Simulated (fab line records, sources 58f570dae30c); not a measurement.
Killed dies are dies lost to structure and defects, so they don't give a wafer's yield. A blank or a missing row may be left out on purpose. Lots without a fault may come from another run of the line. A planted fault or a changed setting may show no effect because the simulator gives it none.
Which tool did it? | flow berkeley_cmos170 | 15 lots, 45 wafers sampled, at 5 steps of a route of 331

WHAT THE GAUGES READ, wafer by wafer
UCB170_FIELD_THK_MEAS_90. Usual: FIELD_OXIDE_LEFT_1_THK 445 nm, standard deviation 8.7.
lot  | measured    | on            | FIELD_OXIDE_LEFT_1_THK (nm) | flag
L164 | day 4 18:47 | film_metro-01 | 436 434 445                 |
L166 | day 5 23:20 | film_metro-03 | 431 442 422                 |
L167 | day 5 23:19 | film_metro-01 | 441 437 449                 |
L168 | day 6 04:11 | film_metro-03 | 441 446 439                 |
L170 | day 6 15:10 | film_metro-02 | 481 486 482 481 485 482     | OFF
L171 | day 6 15:10 | film_metro-03 | 481 480 476 482 480 477     | OFF
L173 | day 6 15:10 | film_metro-01 | 487 487 475 486 488 476     | OFF
L175 | day 6 15:14 | film_metro-02 | 444 435 440                 |
L177 | day 7 21:21 | film_metro-02 | 458 455 450                 |
L178 | day 7 22:16 | film_metro-03 | 445 453 447                 |
L179 | day 7 22:16 | film_metro-02 | 444 441 445                 |
L183 | day 8 20:24 | film_metro-01 | 432 431 433                 |
L184 | day 9 08:38 | film_metro-02 | 448 456 446                 |
L186 | day 9 08:39 | film_metro-01 | 460 460 454                 |
L185 | day 9 11:13 | film_metro-03 | 454 463 460                 |

UCB170_NVT_TW_MEAS_09. Usual: NVT_TW 526, standard deviation 3.2.
lot  | measured    | on            | NVT_TW      | flag
L164 | day 5 08:11 | film_metro-01 | 525 524 524 |
L166 | day 6 13:23 | film_metro-04 | 519 519 520 |
L167 | day 6 13:32 | film_metro-04 | 521 520 523 |
L168 | day 6 17:33 | film_metro-02 | 524 526 524 |
L170 | day 7 01:07 | film_metro-02 | 529 528 528 |
L171 | day 7 01:17 | film_metro-02 | 528 529 529 |
L173 | day 7 07:08 | film_metro-04 | 523 521 522 |
L175 | day 7 00:56 | film_metro-01 | 530 529 530 |
L177 | day 8 17:35 | film_metro-02 | 528 527 525 |
L178 | day 8 17:46 | film_metro-04 | 524 525 524 |
L179 | day 8 17:56 | film_metro-02 | 525 525 526 |
L183 | day 9 09:17 | film_metro-04 | 529 525 526 |
L184 | day 9 19:41 | film_metro-02 | 527 528 523 |
L186 | day 9 19:49 | film_metro-01 | 531 526 526 |
L185 | day 9 22:13 | film_metro-02 | 526 527 528 |

UCB170_FIELD_THK_MEAS_91. Usual: FIELD_OXIDE_LEFT_2_THK 357 nm, standard deviation 8.6.
lot  | measured     | on            | FIELD_OXIDE_LEFT_2_THK (nm) | flag
L164 | day 5 13:25  | film_metro-01 | 348 347 358                 |
L166 | day 6 17:29  | film_metro-03 | 343 353 333                 |
L167 | day 6 17:38  | film_metro-01 | 353 349 360                 |
L168 | day 6 19:19  | film_metro-02 | 352 357 350                 |
L170 | day 7 04:52  | film_metro-03 | 393 397 393 393 397 393     | OFF
L171 | day 7 05:24  | film_metro-01 | 392 391 387 392 391 387     | OFF
L173 | day 7 14:31  | film_metro-01 | 398 399 388 398 399 388     | OFF
L175 | day 7 05:33  | film_metro-02 | 355 345 351                 |
L177 | day 8 19:47  | film_metro-03 | 369 367 362                 |
L178 | day 8 20:04  | film_metro-01 | 356 365 359                 |
L179 | day 8 20:21  | film_metro-03 | 355 352 356                 |
L183 | day 9 12:02  | film_metro-02 | 344 343 344                 |
L184 | day 9 23:06  | film_metro-01 | 360 368 357                 |
L186 | day 9 23:22  | film_metro-03 | 371 371 365                 |
L185 | day 10 00:37 | film_metro-02 | 366 376 372                 |

UCB170_GATE_OVL_MEAS_13. Usual: GATE_OVL -3 nm, standard deviation 4.5.
lot  | measured     | on         | GATE_OVL (nm) | flag
L164 | day 5 21:58  | overlay-02 | -10 -6 4      |
L166 | day 7 04:39  | overlay-02 | -2 -2 1       |
L167 | day 7 04:38  | overlay-01 | 4 0 3         |
L168 | day 7 04:47  | overlay-01 | -9 -11 -9     |
L175 | day 7 15:52  | overlay-01 | -2 5 1        |
L177 | day 9 09:53  | overlay-02 | -8 -3 -10     |
L178 | day 9 09:46  | overlay-02 | -1 1 -3       |
L179 | day 9 09:39  | overlay-02 | -5 -1 -1      |
L183 | day 9 23:25  | overlay-02 | -1 -5 -5      |
L184 | day 10 10:03 | overlay-02 | -3 -2 -2      |
L186 | day 10 09:47 | overlay-01 | -6 -1 -12     |
L185 | day 10 09:31 | overlay-01 | -11 -5 0      |

WHICH TOOL RAN EACH LOT (tool, then ch and the chambers of the sampled wafers, then the start)
lot  | UCB170_FIELD_WET_ETCH_04
L164 | wet_bench-04 ch 0, day 4 15:12
L166 | wet_bench-01 ch 1, day 5 19:26
L167 | wet_bench-01 ch 3, day 5 19:26
L168 | wet_bench-04 ch 2, day 6 00:16
L170 | wet_bench-04 ch 0, day 6 11:37
L171 | wet_bench-04 ch 2, day 6 11:37
L173 | wet_bench-04 ch 3, day 6 11:37
L175 | wet_bench-04 ch 0, day 6 11:37
L177 | wet_bench-04 ch 3, day 7 17:11
L178 | wet_bench-03 ch 3, day 7 18:32
L179 | wet_bench-03 ch 1, day 7 18:32
L183 | wet_bench-04 ch 0, day 8 16:50
L184 | wet_bench-04 ch 2, day 9 05:05
L186 | wet_bench-04 ch 0, day 9 05:05
L185 | wet_bench-03 ch 2, day 9 07:40
- UCB170_FIELD_WET_ETCH_04: etches SiO2 in dHF, time 60 s.

WHAT THE TOOLS THEMSELVES READ (means of the sampled wafers that have a number; where no wafer has one, the mark that the record gives instead)
UCB170_FIELD_WET_ETCH_04. Usual: bath_heat_duty_pct 6.5 %, standard deviation 0.79; run_length_s 86.9 s, standard deviation 2.5.
lot  | tool         | bath_heat_duty_pct (%) | run_length_s (s) | flag
L164 | wet_bench-04 | 6.8                    | 87.3             |
L166 | wet_bench-01 | 5.5                    | 91.9             |
L167 | wet_bench-01 | 7.4                    | 91.7             |
L168 | wet_bench-04 | 7.0                    | 84.1             |
L170 | wet_bench-04 | -                      | -                | OFF
L171 | wet_bench-04 | -                      | -                | OFF
L173 | wet_bench-04 | -                      | -                | OFF
L175 | wet_bench-04 | 6.0                    | 86.4             |
L177 | wet_bench-04 | 5.9                    | 90.8             |
L178 | wet_bench-03 | 6.5                    | 84.9             |
L179 | wet_bench-03 | 6.9                    | 86.9             |
L183 | wet_bench-04 | 6.3                    | 86.3             |
L184 | wet_bench-04 | 7.9                    | 84.6             |
L186 | wet_bench-04 | 6.6                    | 87.2             |
L185 | wet_bench-03 | 5.3                    | 87.0             |

THE ANSWER, worked out from the rows above alone
Rule: a lot is off if the mean of its wafers that have a number lies more than 3 standard deviations from the usual mean. A lot without any number at a reading at which 4 lots or more have one is off too. The other lots that the step has rows for count as sound. The gauges are gone through in route order, then the tools' own readings, and for those a lot's mean is taken as printed above. The first step at which some lot is off is used, and at that step the reading that is off furthest; a lot without a number counts as furthest.
Off: L170, L171, L173, at UCB170_FIELD_THK_MEAS_90 (FIELD_OXIDE_LEFT_1_THK).
A tool fits if, at a process step before that reading, it ran every lot that is off, and no sound lot after the first of them. The gauges at UCB170_FIELD_THK_MEAS_90 aren't tried: what is off there is off at UCB170_FIELD_WET_ETCH_04 too, on other tools, and a gauge's error can't cause that. None of those tried fits.

WHAT THE SIMULATOR HAD PUT IN
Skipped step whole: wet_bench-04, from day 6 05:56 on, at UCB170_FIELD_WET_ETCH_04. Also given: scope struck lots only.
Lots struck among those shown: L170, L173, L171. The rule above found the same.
